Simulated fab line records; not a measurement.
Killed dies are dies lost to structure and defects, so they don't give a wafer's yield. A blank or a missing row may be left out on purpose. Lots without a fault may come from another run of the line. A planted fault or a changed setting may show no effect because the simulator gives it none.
fab line records / flow berkeley-cmos170
record lots=7 wafers=21 last-day=11
route steps=331 shown NSD@190 BACKSIDE@199
lots with no fault: from the same line, run without faults
start-h: start of the lot's first displayed wafer, in hours after the record's first day / wait-h: how many hours have passed since the lot's step before this one / " identical to the entry in the row above / L1.1+2: a single row standing in for several wafers / - no value, or no start given / * or withheld: withheld / < > ~ a bound
route shown NAME@n: names a module that has steps shown in the file, with the first one's number in the route / usual: mean/standard deviation of fault-free wafers / same: alike in all rows / chamber/n: place in a boat / sites: each site's reading / _std_site: standard deviation across them / _edge_site: the outer-site mean with the inner-site mean subtracted / radius-mm: how far each site lies from the wafer's centre / mask NAME#n: copy n / behind: the tool/chamber that last shaped the wafer / hold: the reason the lot was held/the length of the hold in hours/how it ended / device: transistor that didn't switch, given as n, p or np / end of line: tests of these same wafers at the route's end / a step with no rows: only its recipe / killed: dies lost to structure and defects at the first sort, not the wafer's yield / map: the dies of a wafer, with x for killed, . for not killed, _ for no die there
set.NAME: the setting the step ran with; set.NAME@STEP: the setting that earlier step ran with / model.NAME: the simulator's own value behind a step, which no gauge read
lots at selected steps of the route; one table per step, one row per wafer
services: a tool's chamber out of use, with start hour (start-h, from the record's first day; less than 0 if before it), hours out, and reason
## steps
# step UCB170_NSD_EXPOSE_03
# recipe mask-id=NSELECT_MOD na=0.5 sigma-outer=0.6 source-shape=conventional target-cd-nm=1200 dose-mj=30
# step UCB170_NSD_PEB_04
# recipe peb-temp-c=130 peb-time-s=withheld resist=KrF
# step UCB170_NSD_DEVELOP_05
# recipe developer=TMAH develop-time-s=45 resist=KrF dev-temp-c=21
# step UCB170_NSD_CD_MEAS_06
# recipe target-cd-nm=1200
# usual cd-nm=1200.5/1.1
lot.wafer=L281.2 tool=cd-sem-01 chamber=- start-h=129.91 wait-h=- cd-nm=1200.8
lot.wafer=L281.3 tool=cd-sem-01 chamber=- start-h=129.91 wait-h=- cd-nm=1199.7
lot.wafer=L281.4 tool=cd-sem-01 chamber=- start-h=129.91 wait-h=- cd-nm=1199.3
lot.wafer=L282.3 tool=cd-sem-01 chamber=- start-h=141.88 wait-h=- cd-nm=1200.8
lot.wafer=L282.5 tool=cd-sem-01 chamber=- start-h=141.88 wait-h=- cd-nm=1201.0
lot.wafer=L282.6 tool=cd-sem-01 chamber=- start-h=141.88 wait-h=- cd-nm=1202.9
lot.wafer=L294.2 tool=cd-sem-01 chamber=- start-h=212.67 wait-h=- cd-nm=1200.7
lot.wafer=L294.3 tool=cd-sem-01 chamber=- start-h=212.67 wait-h=- cd-nm=1200.6
lot.wafer=L294.6 tool=cd-sem-01 chamber=- start-h=212.67 wait-h=- cd-nm=1200.2
lot.wafer=L296.3 tool=cd-sem-01 chamber=- start-h=212.81 wait-h=- cd-nm=1198.8
lot.wafer=L296.4 tool=cd-sem-01 chamber=- start-h=212.81 wait-h=- cd-nm=1199.9
lot.wafer=L296.5 tool=cd-sem-01 chamber=- start-h=212.81 wait-h=- cd-nm=1198.8
lot.wafer=L295.2 tool=cd-sem-02 chamber=- start-h=212.95 wait-h=- cd-nm=1202.4
lot.wafer=L295.3 tool=cd-sem-02 chamber=- start-h=212.95 wait-h=- cd-nm=1203.2
lot.wafer=L295.4 tool=cd-sem-02 chamber=- start-h=212.95 wait-h=- cd-nm=1201.6
lot.wafer=L298.2 tool=cd-sem-01 chamber=- start-h=226.89 wait-h=- cd-nm=1201.9
lot.wafer=L298.4 tool=cd-sem-01 chamber=- start-h=226.89 wait-h=- cd-nm=1201.6
lot.wafer=L298.6 tool=cd-sem-01 chamber=- start-h=226.89 wait-h=- cd-nm=1202.3
lot.wafer=L304.1 tool=cd-sem-02 chamber=- start-h=248.15 wait-h=- cd-nm=1199.7
lot.wafer=L304.2 tool=cd-sem-02 chamber=- start-h=248.15 wait-h=- cd-nm=1200.9
lot.wafer=L304.3 tool=cd-sem-02 chamber=- start-h=248.15 wait-h=- cd-nm=1201.0
# step UCB170_NSD_OVL_MEAS_07
# usual NSD_OVL=-1/5.4
lot.wafer=L281.2 tool=overlay-02 chamber=- start-h=130.01 wait-h=0.1 NSD_OVL[nm]=0
lot.wafer=L281.3 tool=overlay-02 chamber=- start-h=130.01 wait-h=0.1 NSD_OVL[nm]=11
lot.wafer=L281.4 tool=overlay-02 chamber=- start-h=130.01 wait-h=0.1 NSD_OVL[nm]=0
lot.wafer=L282.3 tool=overlay-01 chamber=- start-h=141.97 wait-h=0.1 NSD_OVL[nm]=1
lot.wafer=L282.5 tool=overlay-01 chamber=- start-h=141.97 wait-h=0.1 NSD_OVL[nm]=2
lot.wafer=L282.6 tool=overlay-01 chamber=- start-h=141.97 wait-h=0.1 NSD_OVL[nm]=-3
lot.wafer=L294.2 tool=overlay-02 chamber=- start-h=212.78 wait-h=0.1 NSD_OVL[nm]=-6
lot.wafer=L294.3 tool=overlay-02 chamber=- start-h=212.78 wait-h=0.1 NSD_OVL[nm]=-4
lot.wafer=L294.6 tool=overlay-02 chamber=- start-h=212.78 wait-h=0.1 NSD_OVL[nm]=-1
lot.wafer=L296.3 tool=overlay-01 chamber=- start-h=212.91 wait-h=0.1 NSD_OVL[nm]=-2
lot.wafer=L296.4 tool=overlay-01 chamber=- start-h=212.91 wait-h=0.1 NSD_OVL[nm]=-1
lot.wafer=L296.5 tool=overlay-01 chamber=- start-h=212.91 wait-h=0.1 NSD_OVL[nm]=-4
lot.wafer=L295.2 tool=overlay-02 chamber=- start-h=213.05 wait-h=0.1 NSD_OVL[nm]=4
lot.wafer=L295.3 tool=overlay-02 chamber=- start-h=213.05 wait-h=0.1 NSD_OVL[nm]=3
lot.wafer=L295.4 tool=overlay-02 chamber=- start-h=213.05 wait-h=0.1 NSD_OVL[nm]=6
lot.wafer=L298.2 tool=overlay-02 chamber=- start-h=226.99 wait-h=0.1 NSD_OVL[nm]=0
lot.wafer=L298.4 tool=overlay-02 chamber=- start-h=226.99 wait-h=0.1 NSD_OVL[nm]=4
lot.wafer=L298.6 tool=overlay-02 chamber=- start-h=226.99 wait-h=0.1 NSD_OVL[nm]=1
lot.wafer=L304.1 tool=overlay-01 chamber=- start-h=248.27 wait-h=0.1 NSD_OVL[nm]=-5
lot.wafer=L304.2 tool=overlay-01 chamber=- start-h=248.27 wait-h=0.1 NSD_OVL[nm]=-7
lot.wafer=L304.3 tool=overlay-01 chamber=- start-h=248.27 wait-h=0.1 NSD_OVL[nm]=5
# step UCB170_NSD_IMPLANT_08
# recipe species=P dose-cm2=3e+15 energy-kev=40 tilt-deg=7
# step UCB170_NSD_STRIP_09
# recipe chemistry=O2 power-w=400 pressure-mtorr=3500 platen-temp-c=withheld o2-flow-sccm=400 overash-fraction=0.5
# usual chamber-pressure-mTorr=3499.8/2.9 drypump-motor-current-A=5.7/0.59 oes-product-au=0.534/0.0044 strip-time-to-endpoint-s=35.81/0.061
lot.wafer=L281.2 tool=plasma-asher-02 chamber=0 start-h=130.19 wait-h=0.1 chamber-pressure-mTorr=3499.5 drypump-motor-current-A=4.8 oes-product-au=0.529 rf-hours-counter-h=40 strip-time-to-endpoint-s=35.74
lot.wafer=L281.3 tool=plasma-asher-02 chamber=0 start-h=130.19 wait-h=0.1 chamber-pressure-mTorr=3504.7 drypump-motor-current-A=4.8 oes-product-au=0.531 rf-hours-counter-h=- strip-time-to-endpoint-s=35.72
lot.wafer=L281.4 tool=plasma-asher-02 chamber=1 start-h=130.19 wait-h=0.1 chamber-pressure-mTorr=3495.9 drypump-motor-current-A=6.0 oes-product-au=0.535 rf-hours-counter-h=- strip-time-to-endpoint-s=35.84
lot.wafer=L282.3 tool=plasma-asher-03 chamber=1 start-h=142.18 wait-h=0.1 chamber-pressure-mTorr=3505.5 drypump-motor-current-A=6.4 oes-product-au=0.535 rf-hours-counter-h=- strip-time-to-endpoint-s=35.80
lot.wafer=L282.5 tool=plasma-asher-03 chamber=1 start-h=142.18 wait-h=0.1 chamber-pressure-mTorr=3497.5 drypump-motor-current-A=6.4 oes-product-au=0.538 rf-hours-counter-h=- strip-time-to-endpoint-s=35.72
lot.wafer=L282.6 tool=plasma-asher-03 chamber=0 start-h=142.18 wait-h=0.1 chamber-pressure-mTorr=3494.1 drypump-motor-current-A=6.0 oes-product-au=0.536 rf-hours-counter-h=- strip-time-to-endpoint-s=35.76
lot.wafer=L294.2 tool=plasma-asher-03 chamber=0 start-h=212.96 wait-h=0.1 chamber-pressure-mTorr=3500.9 drypump-motor-current-A=6.0 oes-product-au=0.528 rf-hours-counter-h=53 strip-time-to-endpoint-s=35.80
lot.wafer=L294.3 tool=plasma-asher-03 chamber=0 start-h=212.96 wait-h=0.1 chamber-pressure-mTorr=3503.1 drypump-motor-current-A=6.0 oes-product-au=0.534 rf-hours-counter-h=- strip-time-to-endpoint-s=35.76
lot.wafer=L294.6 tool=plasma-asher-03 chamber=0 start-h=212.96 wait-h=0.1 chamber-pressure-mTorr=3498.0 drypump-motor-current-A=6.0 oes-product-au=0.533 rf-hours-counter-h=- strip-time-to-endpoint-s=35.75
lot.wafer=L296.3 tool=plasma-asher-02 chamber=1 start-h=213.11 wait-h=0.1 chamber-pressure-mTorr=3504.8 drypump-motor-current-A=6.0 oes-product-au=0.533 rf-hours-counter-h=- strip-time-to-endpoint-s=35.90
lot.wafer=L296.4 tool=plasma-asher-02 chamber=0 start-h=213.11 wait-h=0.1 chamber-pressure-mTorr=3499.4 drypump-motor-current-A=4.8 oes-product-au=0.530 rf-hours-counter-h=- strip-time-to-endpoint-s=35.90
lot.wafer=L296.5 tool=plasma-asher-02 chamber=0 start-h=213.11 wait-h=0.1 chamber-pressure-mTorr=3503.2 drypump-motor-current-A=4.8 oes-product-au=0.531 rf-hours-counter-h=- strip-time-to-endpoint-s=35.85
lot.wafer=L295.2 tool=plasma-asher-01 chamber=1 start-h=213.23 wait-h=0.1 chamber-pressure-mTorr=3498.8 drypump-motor-current-A=5.7 oes-product-au=0.525 rf-hours-counter-h=8 strip-time-to-endpoint-s=35.91
lot.wafer=L295.3 tool=plasma-asher-01 chamber=0 start-h=213.23 wait-h=0.1 chamber-pressure-mTorr=3500.6 drypump-motor-current-A=5.0 oes-product-au=0.537 rf-hours-counter-h=- strip-time-to-endpoint-s=35.78
lot.wafer=L295.4 tool=plasma-asher-01 chamber=1 start-h=213.23 wait-h=0.1 chamber-pressure-mTorr=3498.8 drypump-motor-current-A=5.7 oes-product-au=0.531 rf-hours-counter-h=- strip-time-to-endpoint-s=35.82
lot.wafer=L298.2 tool=plasma-asher-03 chamber=1 start-h=227.17 wait-h=0.1 chamber-pressure-mTorr=3501.5 drypump-motor-current-A=6.4 oes-product-au=0.533 rf-hours-counter-h=55 strip-time-to-endpoint-s=35.83
lot.wafer=L298.4 tool=plasma-asher-03 chamber=1 start-h=227.17 wait-h=0.1 chamber-pressure-mTorr=3503.4 drypump-motor-current-A=6.4 oes-product-au=0.535 rf-hours-counter-h=- strip-time-to-endpoint-s=35.80
lot.wafer=L298.6 tool=plasma-asher-03 chamber=0 start-h=227.17 wait-h=0.1 chamber-pressure-mTorr=3498.7 drypump-motor-current-A=6.0 oes-product-au=0.538 rf-hours-counter-h=- strip-time-to-endpoint-s=35.84
lot.wafer=L304.1 tool=plasma-asher-01 chamber=1 start-h=248.45 wait-h=0.1 chamber-pressure-mTorr=3502.4 drypump-motor-current-A=5.7 oes-product-au=0.536 rf-hours-counter-h=13 strip-time-to-endpoint-s=35.85
lot.wafer=L304.2 tool=plasma-asher-01 chamber=0 start-h=248.45 wait-h=0.1 chamber-pressure-mTorr=3501.0 drypump-motor-current-A=5.0 oes-product-au=0.532 rf-hours-counter-h=13 strip-time-to-endpoint-s=35.83
lot.wafer=L304.3 tool=plasma-asher-01 chamber=0 start-h=248.45 wait-h=0.1 chamber-pressure-mTorr=3503.0 drypump-motor-current-A=5.0 oes-product-au=0.534 rf-hours-counter-h=- strip-time-to-endpoint-s=35.84
# step UCB170_NSD_TW_MEAS_10
# usual NSD_TW=4223/23
lot.wafer=L281.2 tool=film-metro-02 chamber=- start-h=130.30 wait-h=0.1 NSD_TW=4195
lot.wafer=L281.3 tool=film-metro-02 chamber=- start-h=130.30 wait-h=0.1 NSD_TW=4216
lot.wafer=L281.4 tool=film-metro-02 chamber=- start-h=130.30 wait-h=0.1 NSD_TW=4206
lot.wafer=L282.3 tool=film-metro-03 chamber=- start-h=142.27 wait-h=0.1 NSD_TW=4220
lot.wafer=L282.5 tool=film-metro-03 chamber=- start-h=142.27 wait-h=0.1 NSD_TW=4204
lot.wafer=L282.6 tool=film-metro-03 chamber=- start-h=142.27 wait-h=0.1 NSD_TW=4195
lot.wafer=L294.2 tool=film-metro-04 chamber=- start-h=213.11 wait-h=0.1 NSD_TW=4261
lot.wafer=L294.3 tool=film-metro-04 chamber=- start-h=213.11 wait-h=0.1 NSD_TW=4235
lot.wafer=L294.6 tool=film-metro-04 chamber=- start-h=213.11 wait-h=0.1 NSD_TW=4221
lot.wafer=L296.3 tool=film-metro-03 chamber=- start-h=213.20 wait-h=0.1 NSD_TW=4179
lot.wafer=L296.4 tool=film-metro-03 chamber=- start-h=213.20 wait-h=0.1 NSD_TW=4190
lot.wafer=L296.5 tool=film-metro-03 chamber=- start-h=213.20 wait-h=0.1 NSD_TW=4202
lot.wafer=L295.2 tool=film-metro-04 chamber=- start-h=213.34 wait-h=0.1 NSD_TW=4231
lot.wafer=L295.3 tool=film-metro-04 chamber=- start-h=213.34 wait-h=0.1 NSD_TW=4254
lot.wafer=L295.4 tool=film-metro-04 chamber=- start-h=213.34 wait-h=0.1 NSD_TW=4227
lot.wafer=L298.2 tool=film-metro-03 chamber=- start-h=227.28 wait-h=0.1 NSD_TW=4184
lot.wafer=L298.4 tool=film-metro-03 chamber=- start-h=227.28 wait-h=0.1 NSD_TW=4190
lot.wafer=L298.6 tool=film-metro-03 chamber=- start-h=227.28 wait-h=0.1 NSD_TW=4203
lot.wafer=L304.1 tool=film-metro-02 chamber=- start-h=248.55 wait-h=0.1 NSD_TW=4235
lot.wafer=L304.2 tool=film-metro-02 chamber=- start-h=248.55 wait-h=0.1 NSD_TW=4193
lot.wafer=L304.3 tool=film-metro-02 chamber=- start-h=248.55 wait-h=0.1 NSD_TW=4240
# step UCB170_NSD_CLEAN_11
# recipe chemistry=SPM temp-c=120 time-s=600
# step UCB170_BACKSIDE_HMDS_00
# recipe prime-time-s=60 prime-temp-c=100
# step UCB170_BACKSIDE_COAT_01
# recipe resist=KrF spin-rpm=1500 resist-thk-nm=900
# step UCB170_BACKSIDE_SOFTBAKE_02
# recipe resist=KrF temp-c=130 time-s=60
# step UCB170_BACKSIDE_STRIP_03
# recipe chemistry=O2 power-w=400 pressure-mtorr=3500 platen-temp-c=withheld o2-flow-sccm=400 overash-fraction=0.5
# usual chamber-pressure-mTorr=3500/3.1 drypump-motor-current-A=5.8/0.46 oes-product-au=0.734/0.0039 strip-time-to-endpoint-s=21.97/0.065
lot.wafer=L281.2 tool=plasma-asher-03 chamber=1 start-h=131.28 wait-h=0.1 chamber-pressure-mTorr=3498 drypump-motor-current-A=6.4 oes-product-au=0.734 rf-hours-counter-h=43 strip-time-to-endpoint-s=21.95 model.KrF_of_BACKSIDE_COAT_01.thk-nm=0
lot.wafer=L281.3 tool=plasma-asher-03 chamber=1 start-h=131.28 wait-h=0.1 chamber-pressure-mTorr=3497 drypump-motor-current-A=6.4 oes-product-au=0.728 rf-hours-counter-h=- strip-time-to-endpoint-s=21.98 model.KrF_of_BACKSIDE_COAT_01.thk-nm=0
lot.wafer=L281.4 tool=plasma-asher-03 chamber=0 start-h=131.28 wait-h=0.1 chamber-pressure-mTorr=3502 drypump-motor-current-A=6.0 oes-product-au=0.731 rf-hours-counter-h=- strip-time-to-endpoint-s=22.02 model.KrF_of_BACKSIDE_COAT_01.thk-nm=0
lot.wafer=L282.3 tool=plasma-asher-03 chamber=0 start-h=143.39 wait-h=0.1 chamber-pressure-mTorr=3495 drypump-motor-current-A=6.0 oes-product-au=0.729 rf-hours-counter-h=- strip-time-to-endpoint-s=21.98 model.KrF_of_BACKSIDE_COAT_01.thk-nm=0
lot.wafer=L282.5 tool=plasma-asher-03 chamber=1 start-h=143.39 wait-h=0.1 chamber-pressure-mTorr=3499 drypump-motor-current-A=6.4 oes-product-au=0.733 rf-hours-counter-h=- strip-time-to-endpoint-s=21.99 model.KrF_of_BACKSIDE_COAT_01.thk-nm=0
lot.wafer=L282.6 tool=plasma-asher-03 chamber=0 start-h=143.39 wait-h=0.1 chamber-pressure-mTorr=3502 drypump-motor-current-A=6.0 oes-product-au=0.735 rf-hours-counter-h=- strip-time-to-endpoint-s=21.95 model.KrF_of_BACKSIDE_COAT_01.thk-nm=0
lot.wafer=L294.2 tool=plasma-asher-01 chamber=1 start-h=213.79 wait-h=0.1 chamber-pressure-mTorr=- drypump-motor-current-A=- oes-product-au=- rf-hours-counter-h=- strip-time-to-endpoint-s=- model.KrF_of_BACKSIDE_COAT_01.thk-nm=906.3
lot.wafer=L294.3 tool=plasma-asher-01 chamber=1 start-h=213.79 wait-h=0.1 chamber-pressure-mTorr=- drypump-motor-current-A=- oes-product-au=- rf-hours-counter-h=- strip-time-to-endpoint-s=- model.KrF_of_BACKSIDE_COAT_01.thk-nm=906.2
lot.wafer=L294.6 tool=plasma-asher-01 chamber=0 start-h=213.79 wait-h=0.1 chamber-pressure-mTorr=- drypump-motor-current-A=- oes-product-au=- rf-hours-counter-h=- strip-time-to-endpoint-s=- model.KrF_of_BACKSIDE_COAT_01.thk-nm=905.6
lot.wafer=L296.3 tool=plasma-asher-03 chamber=0 start-h=213.91 wait-h=0.1 chamber-pressure-mTorr=- drypump-motor-current-A=- oes-product-au=- rf-hours-counter-h=- strip-time-to-endpoint-s=- model.KrF_of_BACKSIDE_COAT_01.thk-nm=900.2
lot.wafer=L296.4 tool=plasma-asher-03 chamber=1 start-h=213.91 wait-h=0.1 chamber-pressure-mTorr=- drypump-motor-current-A=- oes-product-au=- rf-hours-counter-h=- strip-time-to-endpoint-s=- model.KrF_of_BACKSIDE_COAT_01.thk-nm=902.3
lot.wafer=L296.5 tool=plasma-asher-03 chamber=1 start-h=213.91 wait-h=0.1 chamber-pressure-mTorr=- drypump-motor-current-A=- oes-product-au=- rf-hours-counter-h=- strip-time-to-endpoint-s=- model.KrF_of_BACKSIDE_COAT_01.thk-nm=901.9
lot.wafer=L295.2 tool=plasma-asher-01 chamber=0 start-h=214.02 wait-h=0.1 chamber-pressure-mTorr=- drypump-motor-current-A=- oes-product-au=- rf-hours-counter-h=- strip-time-to-endpoint-s=- model.KrF_of_BACKSIDE_COAT_01.thk-nm=903.2
lot.wafer=L295.3 tool=plasma-asher-01 chamber=1 start-h=214.02 wait-h=0.1 chamber-pressure-mTorr=- drypump-motor-current-A=- oes-product-au=- rf-hours-counter-h=- strip-time-to-endpoint-s=- model.KrF_of_BACKSIDE_COAT_01.thk-nm=902.9
lot.wafer=L295.4 tool=plasma-asher-01 chamber=0 start-h=214.02 wait-h=0.1 chamber-pressure-mTorr=- drypump-motor-current-A=- oes-product-au=- rf-hours-counter-h=- strip-time-to-endpoint-s=- model.KrF_of_BACKSIDE_COAT_01.thk-nm=904.1
lot.wafer=L298.2 tool=plasma-asher-01 chamber=0 start-h=227.98 wait-h=0.1 chamber-pressure-mTorr=3501 drypump-motor-current-A=5.0 oes-product-au=0.734 rf-hours-counter-h=10 strip-time-to-endpoint-s=21.88 model.KrF_of_BACKSIDE_COAT_01.thk-nm=0
lot.wafer=L298.4 tool=plasma-asher-01 chamber=0 start-h=227.98 wait-h=0.1 chamber-pressure-mTorr=3497 drypump-motor-current-A=5.0 oes-product-au=0.730 rf-hours-counter-h=- strip-time-to-endpoint-s=21.87 model.KrF_of_BACKSIDE_COAT_01.thk-nm=0
lot.wafer=L298.6 tool=plasma-asher-01 chamber=0 start-h=227.98 wait-h=0.1 chamber-pressure-mTorr=3499 drypump-motor-current-A=5.0 oes-product-au=0.735 rf-hours-counter-h=- strip-time-to-endpoint-s=21.88 model.KrF_of_BACKSIDE_COAT_01.thk-nm=0
lot.wafer=L304.1 tool=plasma-asher-01 chamber=0 start-h=249.82 wait-h=0.1 chamber-pressure-mTorr=3500 drypump-motor-current-A=5.0 oes-product-au=0.738 rf-hours-counter-h=13 strip-time-to-endpoint-s=21.92 model.KrF_of_BACKSIDE_COAT_01.thk-nm=0
lot.wafer=L304.2 tool=plasma-asher-01 chamber=1 start-h=249.82 wait-h=0.1 chamber-pressure-mTorr=3505 drypump-motor-current-A=5.7 oes-product-au=0.730 rf-hours-counter-h=13 strip-time-to-endpoint-s=21.96 model.KrF_of_BACKSIDE_COAT_01.thk-nm=0
lot.wafer=L304.3 tool=plasma-asher-01 chamber=0 start-h=249.82 wait-h=0.1 chamber-pressure-mTorr=3499 drypump-motor-current-A=5.0 oes-product-au=0.728 rf-hours-counter-h=- strip-time-to-endpoint-s=21.93 model.KrF_of_BACKSIDE_COAT_01.thk-nm=0
# step UCB170_BACKSIDE_CLEAN_04
# recipe chemistry=SPM temp-c=120 time-s=600
## services
tool=plasma-asher-01 chamber=- start-h=108.75 hours=9.0 kind=pm
tool=plasma-asher-01 chamber=0 start-h=108.75 hours=43.0 kind=vent-cycle
tool=plasma-asher-01 chamber=1 start-h=108.75 hours=43.0 kind=vent-cycle
tool=plasma-asher-01 chamber=- start-h=112.35 hours=39.4 kind=repair
tool=plasma-asher-01 chamber=0 start-h=117.75 hours=- kind=clean
tool=plasma-asher-01 chamber=1 start-h=117.75 hours=- kind=clean
tool=plasma-asher-01 chamber=- start-h=127.63 hours=1.2 kind=repair
tool=plasma-asher-01 chamber=- start-h=133.06 hours=0.8 kind=repair
## key
first-sign step=UCB170_BACKSIDE_STRIP_03 reading=tool-record direction=missing
effect none on later readings
model-effect step=UCB170_BACKSIDE_STRIP_03 value=KrF_of_BACKSIDE_COAT_01.thk-nm without=0 struck=903.6
met-at UCB170_BACKSIDE_STRIP_03
struck-wafers L294.2,L294.3,L294.6,L295.2,L295.3,L295.4,L296.3,L296.4,L296.5
later-rows-left-out L294.2,L294.3,L294.6,L295.2,L295.3,L295.4,L296.3,L296.4,L296.5
sort-left-out L294.2,L294.3,L294.6,L295.2,L295.3,L295.4,L296.3,L296.4,L296.5
tester-left-out L294,L295,L296
onset-between 143.39 213.79
fault kind=skipped-step-whole tool=plasma-asher-01,plasma-asher-03 chamber=- onset-h=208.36 steps=UCB170_BACKSIDE_STRIP_03 scope=struck-lots-only
# tester-left-out: of these lots the tester's yield and bins aren't shown, on N5 and GAA mostly nor the transistor test; their killed dies are dies lost to structure and defects alone, not to doping, threshold or leakage, so they don't give the yield
# sort-left-out: the simulated sort isn't trusted on such a fault, so these wafers' sort isn't shown, and their yield isn't known
# later-rows-left-out: the simulator's readings of these wafers behind a module that went badly wrong aren't trusted and aren't shown, but for the sort
